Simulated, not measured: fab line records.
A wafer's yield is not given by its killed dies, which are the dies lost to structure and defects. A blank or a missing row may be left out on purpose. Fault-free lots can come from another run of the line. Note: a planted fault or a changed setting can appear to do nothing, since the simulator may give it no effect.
Which of the tools did it?    flow berkeley_cmos170    7 lots, 21 wafers sampled, at 4 steps of a route of 331

WHAT THE GAUGES SHOWED, per wafer
UCB170_SDANNEAL_RS_MEAS_02: measures by four-point-probe.
lot   measured      on             PSD_RS (ohm/sq)
L850  day 8 02:59   film_metro-01  75.33 75.51 75.27
L854  day 9 20:08   film_metro-02  79.87 79.91 79.55
L861  day 11 00:20  film_metro-02  75.81 75.81 76.07
L864  day 11 13:34  film_metro-01  75.84 75.54 75.62
L867  day 11 22:37  film_metro-01  76.22 75.71 75.65
L870  day 12 13:33  film_metro-02  75.22 75.31 75.76
L871  day 12 13:45  film_metro-03  75.45 75.48 75.75

EACH LOT AND THE TOOL THAT RAN IT (in order: tool; ch and the chambers of the sampled wafers; start)
lot   UCB170_SPACER_CVD_00             UCB170_PSD_IMPLANT_08            UCB170_PSD_STRIP_09
L850  pecvd-03 ch 0,1,2, day 7 17:23   implanter-03 ch 0, day 7 21:35   plasma_asher-02 ch 0,1, day 7 21:44
L854  pecvd-01 ch 0,1,2, day 9 04:20   implanter-03 ch 0, day 9 16:07   plasma_asher-02 ch 0,1, day 9 16:15
L861  pecvd-03 ch 0,1, day 10 11:41    implanter-02 ch 0, day 10 20:13  plasma_asher-02 ch 0,1, day 10 20:21
L864  pecvd-03 ch 0,1,2, day 11 01:54  implanter-02 ch 0, day 11 10:19  plasma_asher-03 ch 0,1, day 11 10:28
L867  pecvd-03 ch 0,1, day 11 11:14    implanter-01 ch 0, day 11 19:04  plasma_asher-03 ch 0,1, day 11 19:13
L870  pecvd-03 ch 0,1, day 12 02:33    implanter-03 ch 0, day 12 10:13  plasma_asher-02 ch 0,1, day 12 10:22
L871  pecvd-01 ch 0,2, day 12 03:23    implanter-02 ch 0, day 12 10:22  plasma_asher-03 ch 0,1, day 12 10:31
- UCB170_SPACER_CVD_00: deposits SiO2 from TEOS/O2, target thk 376 nm, time 47 s.
- UCB170_PSD_IMPLANT_08
- UCB170_PSD_STRIP_09: strips in O2.

THE ANSWER, worked out from the rows above alone
Rule: the usual values come from the lots themselves. The widest of any qualifying gaps counts: lots, ordered by their means at a reading, are off when they make up no more than a third of the lots, leave a main group of 4 or more, and stand apart from it by 3 or more times the standard deviation of that group's means. A main group is skipped when, at the precision printed for the reading in the tables above, its means are all equal. Also off: a lot with no number at a reading for which 4 or more lots have one. All remaining lots with rows at the step are treated as sound.
Off: L854, at UCB170_SDANNEAL_RS_MEAS_02 (PSD_RS). For the main group the mean is 75.63 ohm/sq and the standard deviation 0.2.
A tool fits if, at a process step before that reading, it ran every lot that is off, and no sound lot after the first of them. The gauges at UCB170_SDANNEAL_RS_MEAS_02 are tried like those tools. None of those tried fits.

WHAT WAS PUT IN BY THE SIMULATOR
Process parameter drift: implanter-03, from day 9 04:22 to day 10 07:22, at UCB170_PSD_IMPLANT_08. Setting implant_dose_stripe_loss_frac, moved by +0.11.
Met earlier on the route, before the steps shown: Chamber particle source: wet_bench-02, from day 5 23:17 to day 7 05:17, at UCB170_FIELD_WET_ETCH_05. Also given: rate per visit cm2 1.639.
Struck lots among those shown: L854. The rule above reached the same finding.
